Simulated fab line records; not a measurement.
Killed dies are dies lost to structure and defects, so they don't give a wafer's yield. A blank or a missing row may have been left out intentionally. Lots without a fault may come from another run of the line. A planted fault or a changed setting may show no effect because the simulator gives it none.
fab line records :: flow rit_cmos
record:
  lots: 6
  wafers: 18
  last_day: 8
route steps=202 shown FOX2@24 NWELL@28 M1@202
lots untouched by any fault: they come from a run of this same line in which no faults occurred
start_h: the number of hours between the record's first day and the start of the first shown wafer of the lot :: wait_h: hours since the lot's step before :: " as in the row above :: L1.1+2: a row that stands for several wafers :: - value missing, or start not given :: * or withheld: withheld :: < > ~ a bound
route shown NAME@n: a module of which the file shows steps, and the number in the route of the first :: usual: the fault-free wafers' mean and standard deviation :: same: alike in all rows :: chamber/n: place in a boat :: sites: readings site by site :: _std_site: standard deviation of those values :: _edge_site: the outer-site mean with the inner-site mean subtracted :: radius_mm: how far each site lies from the wafer's centre :: mask NAME#n: copy n :: behind: the last tool/chamber to shape the wafer :: hold: reason for holding the lot/hours on hold/outcome of the hold :: device: which transistor (n, p or np) failed to switch :: end of line: at the end of the route, the tests of the same wafers :: step lacking rows: just its recipe :: killed: the dies lost at the first sort to structure and to defects; this is not the yield of the wafer :: map: shows each die of a wafer: x if killed, . if not, _ if none is there
set.NAME: setting as actually run; set.NAME@STEP: the setting as run at that earlier step :: model.NAME: the simulator's own value behind a step, which no gauge read
a table for each step, a row for each wafer; lots at some steps of the route
services: from which hour (start_h, from the record's first day; less than 0 if before it) a tool's chamber was out of use, for how many hours, and why
== steps ==
step: RIT_FOX2_THK_MEAS_01
recipe:
  reads: SiO2_of_FOX2_OXIDATION_00
usual:
  FOX2_OXIDE_THK: 350/6.3
lot.wafer: L531.1
tool: film_metro-02
chamber: -
start_h: 39.44
wait_h: 0.0
FOX2_OXIDE_THK[nm]: 348

lot.wafer: L531.4
tool: film_metro-02
chamber: -
start_h: 39.44
wait_h: 0.0
FOX2_OXIDE_THK[nm]: 348

lot.wafer: L531.6
tool: film_metro-02
chamber: -
start_h: 39.44
wait_h: 0.0
FOX2_OXIDE_THK[nm]: 346

lot.wafer: L537.4
tool: film_metro-02
chamber: -
start_h: 68.89
wait_h: 0.0
FOX2_OXIDE_THK[nm]: 340

lot.wafer: L537.5
tool: film_metro-02
chamber: -
start_h: 68.89
wait_h: 0.0
FOX2_OXIDE_THK[nm]: 335

lot.wafer: L537.6
tool: film_metro-02
chamber: -
start_h: 68.89
wait_h: 0.0
FOX2_OXIDE_THK[nm]: 336

lot.wafer: L539.1
tool: film_metro-02
chamber: -
start_h: 79.52
wait_h: 0.0
FOX2_OXIDE_THK[nm]: 358

lot.wafer: L539.3
tool: film_metro-02
chamber: -
start_h: 79.52
wait_h: 0.0
FOX2_OXIDE_THK[nm]: 365

lot.wafer: L539.5
tool: film_metro-02
chamber: -
start_h: 79.52
wait_h: 0.0
FOX2_OXIDE_THK[nm]: 362

lot.wafer: L541.1
tool: film_metro-02
chamber: -
start_h: 89.38
wait_h: 0.0
FOX2_OXIDE_THK[nm]: 354

lot.wafer: L541.3
tool: film_metro-02
chamber: -
start_h: 89.38
wait_h: 0.0
FOX2_OXIDE_THK[nm]: 347

lot.wafer: L541.6
tool: film_metro-02
chamber: -
start_h: 89.38
wait_h: 0.0
FOX2_OXIDE_THK[nm]: 347

lot.wafer: L542.2
tool: film_metro-03
chamber: -
start_h: 94.88
wait_h: 0.0
FOX2_OXIDE_THK[nm]: 344

lot.wafer: L542.3
tool: film_metro-03
chamber: -
start_h: 94.88
wait_h: 0.0
FOX2_OXIDE_THK[nm]: 345

lot.wafer: L542.4
tool: film_metro-03
chamber: -
start_h: 94.88
wait_h: 0.0
FOX2_OXIDE_THK[nm]: 340

lot.wafer: L550.4
tool: film_metro-02
chamber: -
start_h: 137.94
wait_h: 0.0
FOX2_OXIDE_THK[nm]: 348

lot.wafer: L550.5
tool: film_metro-02
chamber: -
start_h: 137.94
wait_h: 0.0
FOX2_OXIDE_THK[nm]: 353

lot.wafer: L550.6
tool: film_metro-02
chamber: -
start_h: 137.94
wait_h: 0.0
FOX2_OXIDE_THK[nm]: 350
step: RIT_FOX2_CLEAN_02
recipe:
  chemistry: dHF
  dilution: 50:1
  time_s: 180
step: RIT_FOX2_WET_ETCH_03
recipe:
  chemistry: H3PO4
  target: Si3N4
  target_depth_nm: 195
  temp_c: 165
  time_s: 2700
step: RIT_FOX2_THK_MEAS_90
recipe:
  reads: SiO2_of_FOX2_OXIDATION_00
usual:
  FIELD_OXIDE_LEFT_1_THK: 322/6.4
lot.wafer: L531.1
tool: film_metro-04
chamber: -
start_h: 40.32
wait_h: 0.0
FIELD_OXIDE_LEFT_1_THK[nm]: 321

lot.wafer: L531.4
tool: film_metro-04
chamber: -
start_h: 40.32
wait_h: 0.0
FIELD_OXIDE_LEFT_1_THK[nm]: 321

lot.wafer: L531.6
tool: film_metro-04
chamber: -
start_h: 40.32
wait_h: 0.0
FIELD_OXIDE_LEFT_1_THK[nm]: 319

lot.wafer: L537.4
tool: film_metro-02
chamber: -
start_h: 69.84
wait_h: 0.0
FIELD_OXIDE_LEFT_1_THK[nm]: 313

lot.wafer: L537.5
tool: film_metro-02
chamber: -
start_h: 69.84
wait_h: 0.0
FIELD_OXIDE_LEFT_1_THK[nm]: 308

lot.wafer: L537.6
tool: film_metro-02
chamber: -
start_h: 69.84
wait_h: 0.0
FIELD_OXIDE_LEFT_1_THK[nm]: 309

lot.wafer: L539.1
tool: film_metro-04
chamber: -
start_h: 80.41
wait_h: 0.0
FIELD_OXIDE_LEFT_1_THK[nm]: 330

lot.wafer: L539.3
tool: film_metro-04
chamber: -
start_h: 80.41
wait_h: 0.0
FIELD_OXIDE_LEFT_1_THK[nm]: 338

lot.wafer: L539.5
tool: film_metro-04
chamber: -
start_h: 80.41
wait_h: 0.0
FIELD_OXIDE_LEFT_1_THK[nm]: 335

lot.wafer: L541.1
tool: film_metro-02
chamber: -
start_h: 90.32
wait_h: 0.0
FIELD_OXIDE_LEFT_1_THK[nm]: 327

lot.wafer: L541.3
tool: film_metro-02
chamber: -
start_h: 90.32
wait_h: 0.0
FIELD_OXIDE_LEFT_1_THK[nm]: 320

lot.wafer: L541.6
tool: film_metro-02
chamber: -
start_h: 90.32
wait_h: 0.0
FIELD_OXIDE_LEFT_1_THK[nm]: 320

lot.wafer: L542.2
tool: film_metro-02
chamber: -
start_h: 95.82
wait_h: 0.0
FIELD_OXIDE_LEFT_1_THK[nm]: 317

lot.wafer: L542.3
tool: film_metro-02
chamber: -
start_h: 95.82
wait_h: 0.0
FIELD_OXIDE_LEFT_1_THK[nm]: 318

lot.wafer: L542.4
tool: film_metro-02
chamber: -
start_h: 95.82
wait_h: 0.0
FIELD_OXIDE_LEFT_1_THK[nm]: 313

lot.wafer: L550.4
tool: film_metro-04
chamber: -
start_h: 138.82
wait_h: 0.0
FIELD_OXIDE_LEFT_1_THK[nm]: 321

lot.wafer: L550.5
tool: film_metro-04
chamber: -
start_h: 138.82
wait_h: 0.0
FIELD_OXIDE_LEFT_1_THK[nm]: 326

lot.wafer: L550.6
tool: film_metro-04
chamber: -
start_h: 138.82
wait_h: 0.0
FIELD_OXIDE_LEFT_1_THK[nm]: 323
step: RIT_NWELL_HMDS_00
recipe:
  prime_time_s: 60
  prime_temp_c: 140
step: RIT_NWELL_COAT_01
recipe:
  resist: NOVOLAK
  spin_rpm: 2000
  resist_thk_nm: 1300
step: RIT_NWELL_SOFTBAKE_02
recipe:
  resist: NOVOLAK
  temp_c: 90
  time_s: 60
step: RIT_NWELL_EXPOSE_03
recipe:
  mask_id: M2
  na: 0.57
  target_cd_nm: 43900
  dose_mj: 250
step: RIT_NWELL_PEB_04
recipe:
  resist: NOVOLAK
  temp_c: withheld
  time_s: withheld
step: RIT_NWELL_DEVELOP_05
recipe:
  resist: NOVOLAK
  develop_time_s: 68
  dev_temp_c: 23
step: RIT_NWELL_OVL_MEAS_06
usual:
  NWELL_OVL: 0.8/1.3
lot.wafer: L531.1
tool: overlay-02
chamber: -
start_h: 41.30
wait_h: -
NWELL_OVL[nm]: 2.3

lot.wafer: L531.4
tool: overlay-02
chamber: -
start_h: 41.30
wait_h: -
NWELL_OVL[nm]: 1.1

lot.wafer: L531.6
tool: overlay-02
chamber: -
start_h: 41.30
wait_h: -
NWELL_OVL[nm]: 2.7

lot.wafer: L537.4
tool: overlay-01
chamber: -
start_h: 70.77
wait_h: -
NWELL_OVL[nm]: 0.7

lot.wafer: L537.5
tool: overlay-01
chamber: -
start_h: 70.77
wait_h: -
NWELL_OVL[nm]: 1.4

lot.wafer: L537.6
tool: overlay-01
chamber: -
start_h: 70.77
wait_h: -
NWELL_OVL[nm]: 0.8

lot.wafer: L539.1
tool: overlay-02
chamber: -
start_h: 81.35
wait_h: -
NWELL_OVL[nm]: 1.1

lot.wafer: L539.3
tool: overlay-02
chamber: -
start_h: 81.35
wait_h: -
NWELL_OVL[nm]: 1.1

lot.wafer: L539.5
tool: overlay-02
chamber: -
start_h: 81.35
wait_h: -
NWELL_OVL[nm]: 0.5

lot.wafer: L541.1
tool: overlay-01
chamber: -
start_h: 91.26
wait_h: -
NWELL_OVL[nm]: 1.6

lot.wafer: L541.3
tool: overlay-01
chamber: -
start_h: 91.26
wait_h: -
NWELL_OVL[nm]: 2.7

lot.wafer: L541.6
tool: overlay-01
chamber: -
start_h: 91.26
wait_h: -
NWELL_OVL[nm]: 1.4

lot.wafer: L542.2
tool: overlay-02
chamber: -
start_h: 96.97
wait_h: -
NWELL_OVL[nm]: 0.0

lot.wafer: L542.3
tool: overlay-02
chamber: -
start_h: 96.97
wait_h: -
NWELL_OVL[nm]: 0.9

lot.wafer: L542.4
tool: overlay-02
chamber: -
start_h: 96.97
wait_h: -
NWELL_OVL[nm]: 1.6

lot.wafer: L550.4
tool: overlay-02
chamber: -
start_h: 139.75
wait_h: -
NWELL_OVL[nm]: 0.4

lot.wafer: L550.5
tool: overlay-02
chamber: -
start_h: 139.75
wait_h: -
NWELL_OVL[nm]: -1.1

lot.wafer: L550.6
tool: overlay-02
chamber: -
start_h: 139.75
wait_h: -
NWELL_OVL[nm]: -0.3
step: RIT_NWELL_HARDBAKE_07
recipe:
  resist: NOVOLAK
  temp_c: 140
  time_s: 120
step: RIT_NWELL_IMPLANT_08
recipe:
  species: P
  energy_kev: 168.7
  dose_cm2: 5e+13
  tilt_deg: 7
usual:
  beam_on_s: 10.00/0.2
  dose_ions_cm2: 5.001e+13/5e+10
  tilt_deg: 6.998/0.02
lot.wafer: L531.1
tool: implanter-02
chamber: 0
start_h: 41.59
wait_h: 0.2
beam_on_s: 9.62
dose_ions_cm2: 5.01e+13
tilt_deg: 6.994

lot.wafer: L531.4
tool: implanter-02
chamber: 0
start_h: 41.59
wait_h: 0.2
beam_on_s: 10.08
dose_ions_cm2: 5.009e+13
tilt_deg: 7.002

lot.wafer: L531.6
tool: implanter-02
chamber: 0
start_h: 41.59
wait_h: 0.2
beam_on_s: 10.08
dose_ions_cm2: 5.009e+13
tilt_deg: 7.011

lot.wafer: L537.4
tool: implanter-02
chamber: 0
start_h: 71.11
wait_h: 0.2
beam_on_s: 10.24
dose_ions_cm2: 4.992e+13
tilt_deg: 6.616

lot.wafer: L537.5
tool: implanter-02
chamber: 0
start_h: 71.11
wait_h: 0.2
beam_on_s: 9.95
dose_ions_cm2: 4.997e+13
tilt_deg: 6.616

lot.wafer: L537.6
tool: implanter-02
chamber: 0
start_h: 71.11
wait_h: 0.2
beam_on_s: 9.99
dose_ions_cm2: 4.992e+13
tilt_deg: 6.596

lot.wafer: L539.1
tool: implanter-02
chamber: 0
start_h: 81.63
wait_h: 0.2
beam_on_s: 10.01
dose_ions_cm2: 5.005e+13
tilt_deg: 6.599

lot.wafer: L539.3
tool: implanter-02
chamber: 0
start_h: 81.63
wait_h: 0.2
beam_on_s: 10.13
dose_ions_cm2: 5.002e+13
tilt_deg: 6.596

lot.wafer: L539.5
tool: implanter-02
chamber: 0
start_h: 81.63
wait_h: 0.2
beam_on_s: 9.94
dose_ions_cm2: 5.001e+13
tilt_deg: 6.585

lot.wafer: L541.1
tool: implanter-04
chamber: 0
start_h: 91.55
wait_h: 0.2
beam_on_s: 9.88
dose_ions_cm2: 5.001e+13
tilt_deg: 7.002

lot.wafer: L541.3
tool: implanter-04
chamber: 0
start_h: 91.55
wait_h: 0.2
beam_on_s: 10.21
dose_ions_cm2: 5.007e+13
tilt_deg: 6.974

lot.wafer: L541.6
tool: implanter-04
chamber: 0
start_h: 91.55
wait_h: 0.2
beam_on_s: 9.86
dose_ions_cm2: 5.009e+13
tilt_deg: 6.971

lot.wafer: L542.2
tool: implanter-01
chamber: 0
start_h: 97.27
wait_h: 0.2
beam_on_s: 9.77
dose_ions_cm2: 5.003e+13
tilt_deg: 7.015

lot.wafer: L542.3
tool: implanter-01
chamber: 0
start_h: 97.27
wait_h: 0.2
beam_on_s: 10.40
dose_ions_cm2: 4.993e+13
tilt_deg: 7.020

lot.wafer: L542.4
tool: implanter-01
chamber: 0
start_h: 97.27
wait_h: 0.2
beam_on_s: 9.76
dose_ions_cm2: 5.008e+13
tilt_deg: 7.004

lot.wafer: L550.4
tool: implanter-04
chamber: 0
start_h: 140.09
wait_h: 0.2
beam_on_s: 10.09
dose_ions_cm2: 5.004e+13
tilt_deg: 6.961

lot.wafer: L550.5
tool: implanter-04
chamber: 0
start_h: 140.09
wait_h: 0.2
beam_on_s: 9.91
dose_ions_cm2: 5e+13
tilt_deg: 6.997

lot.wafer: L550.6
tool: implanter-04
chamber: 0
start_h: 140.09
wait_h: 0.2
beam_on_s: 9.69
dose_ions_cm2: 5.005e+13
tilt_deg: 7.001
step: RIT_NWELL_STRIP_09
recipe:
  chemistry: O2
  time_s: 180
  resist: NOVOLAK
  platen_temp_c: withheld
  power_w: 500
  pressure_mtorr: 4000
  o2_flow_sccm: 4000
usual:
  drypump_motor_current_A: 6.0/0.51
  o2_flow_sccm: 4000/12
  rf_refl_power_W: 6.0/0.8
lot.wafer: L531.1
tool: plasma_asher-02
chamber: 0
start_h: 41.74
wait_h: 0.1
drypump_motor_current_A: 5.4
o2_flow_sccm: 3984
rf_hours_counter_h: 23
rf_refl_power_W: 4.7

lot.wafer: L531.4
tool: plasma_asher-02
chamber: 0
start_h: 41.74
wait_h: 0.1
drypump_motor_current_A: 5.4
o2_flow_sccm: 3997
rf_hours_counter_h: -
rf_refl_power_W: 4.7

lot.wafer: L531.6
tool: plasma_asher-02
chamber: 0
start_h: 41.74
wait_h: 0.1
drypump_motor_current_A: 5.4
o2_flow_sccm: 3985
rf_hours_counter_h: -
rf_refl_power_W: 4.7

lot.wafer: L537.4
tool: plasma_asher-02
chamber: 0
start_h: 71.24
wait_h: 0.1
drypump_motor_current_A: 5.4
o2_flow_sccm: 4028
rf_hours_counter_h: -
rf_refl_power_W: 4.7

lot.wafer: L537.5
tool: plasma_asher-02
chamber: 1
start_h: 71.24
wait_h: 0.1
drypump_motor_current_A: 6.5
o2_flow_sccm: 4002
rf_hours_counter_h: -
rf_refl_power_W: 5.7

lot.wafer: L537.6
tool: plasma_asher-02
chamber: 0
start_h: 71.24
wait_h: 0.1
drypump_motor_current_A: 5.4
o2_flow_sccm: 4012
rf_hours_counter_h: -
rf_refl_power_W: 4.6

lot.wafer: L539.1
tool: plasma_asher-02
chamber: 1
start_h: 81.78
wait_h: 0.1
drypump_motor_current_A: 6.5
o2_flow_sccm: 4005
rf_hours_counter_h: 27
rf_refl_power_W: 5.8

lot.wafer: L539.3
tool: plasma_asher-02
chamber: 1
start_h: 81.78
wait_h: 0.1
drypump_motor_current_A: 6.5
o2_flow_sccm: 4016
rf_hours_counter_h: -
rf_refl_power_W: 5.9

lot.wafer: L539.5
tool: plasma_asher-02
chamber: 0
start_h: 81.78
wait_h: 0.1
drypump_motor_current_A: 5.4
o2_flow_sccm: 4002
rf_hours_counter_h: -
rf_refl_power_W: 4.5

lot.wafer: L541.1
tool: plasma_asher-01
chamber: 0
start_h: 91.70
wait_h: 0.1
drypump_motor_current_A: 5.8
o2_flow_sccm: 3989
rf_hours_counter_h: 50
rf_refl_power_W: 6.8

lot.wafer: L541.3
tool: plasma_asher-01
chamber: 0
start_h: 91.70
wait_h: 0.1
drypump_motor_current_A: 5.8
o2_flow_sccm: 3997
rf_hours_counter_h: -
rf_refl_power_W: 6.8

lot.wafer: L541.6
tool: plasma_asher-01
chamber: 0
start_h: 91.70
wait_h: 0.1
drypump_motor_current_A: 5.7
o2_flow_sccm: 3999
rf_hours_counter_h: -
rf_refl_power_W: 6.9

lot.wafer: L542.2
tool: plasma_asher-04
chamber: 1
start_h: 97.40
wait_h: 0.1
drypump_motor_current_A: 5.2
o2_flow_sccm: 4004
rf_hours_counter_h: 52
rf_refl_power_W: 5.6

lot.wafer: L542.3
tool: plasma_asher-04
chamber: 0
start_h: 97.40
wait_h: 0.1
drypump_motor_current_A: 6.7
o2_flow_sccm: 4001
rf_hours_counter_h: -
rf_refl_power_W: 6.7

lot.wafer: L542.4
tool: plasma_asher-04
chamber: 1
start_h: 97.40
wait_h: 0.1
drypump_motor_current_A: 5.2
o2_flow_sccm: 4001
rf_hours_counter_h: -
rf_refl_power_W: 6.0

lot.wafer: L550.4
tool: plasma_asher-01
chamber: 1
start_h: 140.23
wait_h: 0.1
drypump_motor_current_A: 6.3
o2_flow_sccm: 4017
rf_hours_counter_h: -
rf_refl_power_W: 6.5

lot.wafer: L550.5
tool: plasma_asher-01
chamber: 1
start_h: 140.23
wait_h: 0.1
drypump_motor_current_A: 6.3
o2_flow_sccm: 4019
rf_hours_counter_h: -
rf_refl_power_W: 6.5

lot.wafer: L550.6
tool: plasma_asher-01
chamber: 0
start_h: 140.23
wait_h: 0.1
drypump_motor_current_A: 5.7
o2_flow_sccm: 4008
rf_hours_counter_h: -
rf_refl_power_W: 6.8
step: RIT_M1_PROBE_99
usual:
  killed_at_contacts: 0.1/0.3
  killed_at_front_end: 6.5/2.9
  killed_dies: 6.6/3
  killed_open: 3.3/2
  killed_short: 3.3/1.9
same:
  gross_dies: 264
  killed_at_M0_to_M3: 0
  killed_at_M4_up: 0
  killed_at_back_side: 0
  killed_at_other: 0
lot.wafer: L531.1
tool: prober-01
chamber: -
start_h: 79.05
wait_h: 0.1
killed_at_contacts: 0
killed_at_front_end: 3
killed_dies: 3
killed_open: 2
killed_short: 1

lot.wafer: L531.4
tool: prober-01
chamber: -
start_h: 79.20
wait_h: 0.2
killed_at_contacts: 0
killed_at_front_end: 5
killed_dies: 5
killed_open: 0
killed_short: 5

lot.wafer: L531.6
tool: prober-01
chamber: -
start_h: 79.30
wait_h: 0.2
killed_at_contacts: 0
killed_at_front_end: 3
killed_dies: 3
killed_open: 1
killed_short: 2

lot.wafer: L541.1
tool: prober-01
chamber: -
start_h: 129.39
wait_h: 0.1
killed_at_contacts: 1
killed_at_front_end: 13
killed_dies: 14
killed_open: 8
killed_short: 6

lot.wafer: L541.3
tool: prober-01
chamber: -
start_h: 129.49
wait_h: 0.2
killed_at_contacts: 0
killed_at_front_end: 7
killed_dies: 7
killed_open: 4
killed_short: 3

lot.wafer: L541.6
tool: prober-01
chamber: -
start_h: 129.64
wait_h: 0.2
killed_at_contacts: 0
killed_at_front_end: 5
killed_dies: 5
killed_open: 3
killed_short: 2

lot.wafer: L550.4
tool: prober-02
chamber: -
start_h: 184.26
wait_h: 0.2
killed_at_contacts: 0
killed_at_front_end: 5
killed_dies: 5
killed_open: 3
killed_short: 2

lot.wafer: L550.5
tool: prober-02
chamber: -
start_h: 184.31
wait_h: 0.2
killed_at_contacts: 0
killed_at_front_end: 8
killed_dies: 8
killed_open: 3
killed_short: 5

lot.wafer: L550.6
tool: prober-02
chamber: -
start_h: 184.36
wait_h: 0.2
killed_at_contacts: 0
killed_at_front_end: 4
killed_dies: 4
killed_open: 1
killed_short: 3
killed by level:class
L531.1 SILICIDE:geometric_particle:open=2 GATE:geometric_particle:short=1
L531.4 GATE:geometric_particle:short=2 FOX1:geometric_particle:short=1 REOX:geometric_particle:short=1 SPACER:geometric_particle:short=1
L531.6 GATE:geometric_particle:short=2 GATE:geometric_particle:open=1
L541.1 SPACER:geometric_particle:short=3 SILICIDE:geometric_particle:open=3 FOX1:geometric_particle:short=2 REOX:geometric_particle:open=2 SPACER:geometric_particle:open=2 SILICIDE:geometric_particle:short=1 CONTACT:geometric_particle:open=1
L541.3 GATE:geometric_particle:open=2 FOX1:geometric_particle:open=1 GATE:geometric_particle:short=1 SPACER:geometric_particle:short=1 SILICIDE:geometric_particle:open=1 SILICIDE:geometric_particle:short=1
L541.6 SPACER:geometric_particle:short=2 SILICIDE:geometric_particle:open=2 SPACER:geometric_particle:open=1
L550.4 GATE:geometric_particle:short=2 GATE:geometric_particle:open=2 REOX:geometric_particle:open=1
L550.5 FOX1:geometric_particle:short=2 FOX1:geometric_particle:open=2 GATE:geometric_particle:short=2 SPACER:geometric_particle:open=1 SPACER:geometric_particle:short=1
L550.6 GATE:geometric_particle:short=3 SPACER:geometric_particle:open=1
== services ==
tool: implanter-02
chamber: -
start_h: 67.45
hours: 3.0
kind: pm

tool: implanter-01
chamber: -
start_h: 103.08
hours: 9.0
kind: pm

tool: plasma_asher-04
chamber: -
start_h: 108.75
hours: 9.0
kind: pm

tool: plasma_asher-04
chamber: 0
start_h: 108.75
hours: 9.0
kind: vent_cycle

tool: plasma_asher-04
chamber: 1
start_h: 108.75
hours: 9.0
kind: vent_cycle

tool: plasma_asher-04
chamber: 0
start_h: 117.75
hours: -
kind: clean

tool: plasma_asher-04
chamber: 1
start_h: 117.75
hours: -
kind: clean
== key ==
first_sign:
  step: RIT_NWELL_IMPLANT_08
  reading: tilt_deg
  direction: down
  sigmas: 20
  usual: 6.998
  struck: 6.601
effect none on later readings
met_at RIT_NWELL_IMPLANT_08
struck_wafers L537.4,L537.5,L537.6,L539.1,L539.3,L539.5
tester_left_out L537,L539
onset_between 41.59 71.11
fault:
  kind: process_parameter_drift
  tool: implanter-02
  chamber: -
  onset_h: 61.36
  steps: RIT_NWELL_IMPLANT_08
  channel: tilt_deg
  offset: -0.41132
  shape: step
  end_h: 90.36
  acts_in: these_recipes_only
  stated: 7
tester_left_out: of these lots the tester's yield and bins aren't shown, on N5 and GAA mostly nor the transistor test; their killed dies are dies lost to structure and defects alone, not to doping, threshold or leakage, so they don't give the yield
